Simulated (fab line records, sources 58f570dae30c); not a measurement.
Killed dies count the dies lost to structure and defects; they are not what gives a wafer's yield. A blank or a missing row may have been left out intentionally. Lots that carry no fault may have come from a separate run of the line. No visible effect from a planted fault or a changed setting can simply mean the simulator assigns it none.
Chamber matching :: flow berkeley_cmos170 :: 4 sister chambers for UCB170_V1_ETCH_14 on rie_diel-04
The step etches SiO2 in CHF3/CF4/Ar, stops on Al, target depth 1250 nm, time 291 s. 4 wafers are shown with their chamber, then 7 later ones without.

WAFERS, EACH WITH ITS CHAMBER
wafer: L803.5
chamber: 3
throttle_valve_pct (%): 7.07

wafer: L807.6
chamber: 0
throttle_valve_pct (%): 6.87

wafer: L810.1
chamber: 2
throttle_valve_pct (%): 7.00

wafer: L810.2
chamber: 1
throttle_valve_pct (%): 6.93

WAFERS WHOSE CHAMBER IS MISSING
wafer: L810.5
throttle_valve_pct (%): 6.85

wafer: L814.3
throttle_valve_pct (%): 6.84

wafer: L814.4
throttle_valve_pct (%): 6.93

wafer: L814.5
throttle_valve_pct (%): 7.07

wafer: L822.1
throttle_valve_pct (%): 7.01

wafer: L822.5
throttle_valve_pct (%): 7.06

wafer: L822.6
throttle_valve_pct (%): 6.86

THE CHAMBER EACH PASSED THROUGH
wafer: L810.5
from the rows above: 0
in truth: 0

wafer: L814.3
from the rows above: 0
in truth: 0

wafer: L814.4
from the rows above: 1
in truth: 1

wafer: L814.5
from the rows above: 3
in truth: 3

wafer: L822.1
from the rows above: 2
in truth: 2

wafer: L822.5
from the rows above: 3
in truth: 3

wafer: L822.6
from the rows above: 0
in truth: 0
Placed correctly: 7 of 7. From these rows, 0 cannot be placed. Placed wrongly: 0.
How it was worked out, from the rows above alone: a wafer's distance from a chamber is the root of the sum, over the readings, of the square of ((its reading less the chamber's mean) divided by the reading's scatter). If the next closest chamber is less than 2 further off than the closest, the wafer can't be placed; otherwise it belongs to the closest. Each chamber's mean is taken over the wafers shown for it. The scatter (one wafer shown for each chamber): square how far every hidden wafer sits from the nearest shown wafer, average those squares and take the square root.
